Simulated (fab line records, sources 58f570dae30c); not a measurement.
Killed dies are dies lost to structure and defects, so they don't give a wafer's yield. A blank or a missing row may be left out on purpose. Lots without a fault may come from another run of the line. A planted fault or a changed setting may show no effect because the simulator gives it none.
Split-lot experiment | flow berkeley_cmos170 | 5 lots, 23 wafers read, on a route of 331 steps

THE SPLIT
At UCB170_M3_COAT_10 (resist thk 900 nm), the setting resist_thk_nm was moved away from the recipe's 900 nm on 8 of the 23 wafers read, by -5.8% to +2.9%. The other wafers ran this setting at the recipe's value.

The reading is taken at the split's own step.

THE READING
KrF_of_M3_COAT_10.thk_nm (the simulator's own value, which no gauge read), in nm, at UCB170_M3_COAT_10 (resist thk 900 nm). The file gives no usual value for it. The 15 wafers here that ran the recipe average 901.6 nm, standard deviation 2.3 nm.

wafer  | tool, chamber at the split | resist_thk_nm as run, nm | against the recipe | KrF_of_M3_COAT_10.thk_nm, nm | against lot-mates on the recipe
L075.1 | litho_track-01, 0          | 900                      | recipe             | 902.7                        | -
L075.2 | litho_track-01, 0          | 868.5                    | -3.5%              | 870.5                        | -31.2
L075.3 | litho_track-01, 0          | 900                      | recipe             | 902.1                        | -
L075.4 | litho_track-01, 0          | 868.5                    | -3.5%              | 871.1                        | -30.6
L075.5 | litho_track-01, 0          | 900                      | recipe             | 900.4                        | -
L084.1 | litho_track-02, 0          | 925.7                    | +2.9%              | 922.1                        | +21.8
L084.3 | litho_track-02, 0          | 925.7                    | +2.9%              | 925.1                        | +24.8
L084.4 | litho_track-02, 0          | 925.7                    | +2.9%              | 925.3                        | +24.9
L084.5 | litho_track-02, 0          | 900                      | recipe             | 899                          | -
L084.6 | litho_track-02, 0          | 900                      | recipe             | 901.7                        | -
L083.1 | litho_track-02, 0          | 900                      | recipe             | 899.5                        | -
L083.2 | litho_track-02, 0          | 848.1                    | -5.8%              | 848.7                        | -48.6
L083.3 | litho_track-02, 0          | 848.1                    | -5.8%              | 847.2                        | -50.1
L083.4 | litho_track-02, 0          | 848.1                    | -5.8%              | 844.9                        | -52.5
L083.6 | litho_track-02, 0          | 900                      | recipe             | 895.2                        | -
L080.1 | litho_track-01, 0          | 900                      | recipe             | 903                          | -
L080.2 | litho_track-01, 0          | 900                      | recipe             | 901.8                        | -
L080.4 | litho_track-01, 0          | 900                      | recipe             | 902.8                        | -
L080.5 | litho_track-01, 0          | 900                      | recipe             | 903.7                        | -
L080.6 | litho_track-01, 0          | 900                      | recipe             | 902.6                        | -
L081.3 | litho_track-03, 0          | 900                      | recipe             | 904.9                        | -
L081.5 | litho_track-03, 0          | 900                      | recipe             | 900.7                        | -
L081.6 | litho_track-03, 0          | 900                      | recipe             | 903.6                        | -

THE FIT
A straight line over all 23 wafers: KrF_of_M3_COAT_10.thk_nm changes by +9.03 nm for each +1% of resist_thk_nm; r = +0.99; the points scatter about the line by 2.5 nm.
The same after taking each lot's own level away (the mean of its wafers on the recipe; 23 wafers): +8.67 nm for each +1%; r = +1.00; scatter 1.4 nm.
On that fit, the largest move of resist_thk_nm shifts the reading by 50 nm.
The lots' own levels span 897.35 to 903.07 nm, that is 2.5 times the standard deviation above.
So the lot-to-lot level changes the slope little: the two slopes agree.
Check: with one of the wafers moved furthest among these (-5.8%) left out of the fit, the line predicts -50.7 nm for it against its lot-mates. It came out at -48.6 nm against them.

OTHER SPLITS ON THESE WAFERS
These wafers also went through other splits before the reading. Each is held against what the fit with the lots' levels taken away leaves over:
other split on the same wafers | wafers away from the commonest value | r with KrF_of_M3_COAT_10.thk_nm (lot level and that fit taken away)
UCB170_V2_ETCH_14 time_s       | 8                                    | +0.20

THE FILE'S OWN FIT
KrF_of_M3_COAT_10.thk_nm changes by +8.7 nm for each +1% of resist_thk_nm, r = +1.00.
